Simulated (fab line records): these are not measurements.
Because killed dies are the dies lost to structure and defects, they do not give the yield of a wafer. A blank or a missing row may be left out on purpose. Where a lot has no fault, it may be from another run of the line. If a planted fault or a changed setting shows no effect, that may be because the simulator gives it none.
Chamber matching | flow rit-cmos | RIT_ACTIVE_ETCH_13 on rie-diel-02 has 4 sister chambers
The step etches Si3N4 in SF6, stops on SiO2, time 210 s, target depth 210 nm. 4 wafers are shown with their chamber, then 8 later ones without.

## WAFERS, EACH WITH ITS CHAMBER
wafer  | chamber | throttle-valve-pct (%)
L462.6 | 1       | 7.44
L463.5 | 2       | 7.33
L463.6 | 3       | 7.50
L464.1 | 0       | 7.58

## WAFERS MISSING THEIR CHAMBER
wafer  | throttle-valve-pct (%)
L464.2 | 7.43
L464.3 | 7.50
L467.3 | 7.49
L467.4 | 7.45
L467.6 | 7.33
L478.2 | 7.57
L478.4 | 7.58
L478.5 | 7.48

## THE CHAMBER EACH PASSED THROUGH
wafer  | from the rows above | in truth
L464.2 | 1                   | 1
L464.3 | 3                   | 3
L467.3 | 3                   | 3
L467.4 | 1                   | 1
L467.6 | 2                   | 2
L478.2 | 0                   | 0
L478.4 | 0                   | 0
L478.5 | 3                   | 3
Placed correctly: 8 of 8. From these rows, 0 cannot be placed. Wrongly placed: 0.
How it was worked out, from the rows above alone: a wafer's distance from a chamber is the root of the sum, over the readings, of the square of ((its reading less the chamber's mean) divided by the reading's scatter). The wafer belongs to the nearest chamber; if the next one is less than 2 further off, it can't be placed. A chamber's mean is the mean of its shown wafers. The scatter: root of mean squared gap, hidden wafer to nearest shown wafer, with one shown wafer a chamber.
